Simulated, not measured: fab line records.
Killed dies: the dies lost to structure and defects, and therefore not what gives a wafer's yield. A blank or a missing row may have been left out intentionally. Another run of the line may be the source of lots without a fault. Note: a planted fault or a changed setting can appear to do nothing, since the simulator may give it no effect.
What tool caused it? + flow berkeley-cmos170 + 21 wafers from 7 lots sampled at 3 of the route's 331 steps

WHAT THE GAUGES READ, wafer by wafer
UCB170_CONTACT_CD_MEAS_15 targets a cd of 700 nm.
| lot  | measured     | on        | cd-nm (nm)        |
|------|--------------|-----------|-------------------|
| L541 | day 7 00:23  | cd-sem-01 | 699.4 700.4 699.9 |
| L547 | day 8 03:14  | cd-sem-02 | 698.3 699.1 699.4 |
| L554 | day 9 18:56  | cd-sem-02 | 698.8 699.3 698.9 |
| L556 | day 10 07:57 | cd-sem-01 | 698.8 699.3 699.9 |
| L559 | day 11 05:49 | cd-sem-02 | 701.6 702.2 700.9 |
| L561 | day 11 11:01 | cd-sem-01 | 701.2 700.6 700.9 |
| L564 | day 12 06:23 | cd-sem-02 | 697.0 697.3 697.8 |

EACH LOT AND THE TOOL THAT RAN IT (in order: tool; ch and the chambers of the sampled wafers; start)
| lot  | UCB170_CONTACT_CVD_01       | UCB170_CONTACT_STRIP_06              |
|------|-----------------------------|--------------------------------------|
| L541 | lpcvd-02 ch 1, day 6 20:16  | plasma-asher-01 ch 1, day 6 22:33    |
| L547 | lpcvd-02 ch 1, day 7 23:29  | plasma-asher-02 ch 0,1, day 8 01:46  |
| L554 | lpcvd-01 ch 1, day 9 15:13  | plasma-asher-02 ch 0,1, day 9 17:40  |
| L556 | lpcvd-01 ch 0, day 10 03:56 | plasma-asher-02 ch 0,1, day 10 06:14 |
| L559 | lpcvd-02 ch 0, day 11 01:43 | plasma-asher-01 ch 1, day 11 04:01   |
| L561 | lpcvd-02 ch 1, day 11 06:57 | plasma-asher-04 ch 0,1, day 11 09:37 |
| L564 | lpcvd-02 ch 0, day 12 01:29 | plasma-asher-04 ch 0,1, day 12 04:10 |
- UCB170_CONTACT_CVD_01: deposits PSG from SiH4/O2/PH3, target thk 700 nm, time 2820 s.
- UCB170_CONTACT_STRIP_06: strips in O2.

THE ANSWER, worked out from the rows above alone
Rule: the lots themselves supply what counts as usual. Put in order of their means at a reading, lots are off if they are a third of the lots or fewer, leave a main group of 4 or more, and stand apart from it by a gap of 3 or more times the standard deviation of the main group's means; of several such gaps the widest counts. The tables above print the reading to a certain number of digits; a main group whose means all agree to those digits is not used. A lot without any number at a reading at which 4 lots or more have one is off too. The other lots that the step has rows for count as sound.
Across all readings shown, no lot is off: no conclusion can be drawn from this.

WHAT HAD BEEN PUT IN BY THE SIMULATOR
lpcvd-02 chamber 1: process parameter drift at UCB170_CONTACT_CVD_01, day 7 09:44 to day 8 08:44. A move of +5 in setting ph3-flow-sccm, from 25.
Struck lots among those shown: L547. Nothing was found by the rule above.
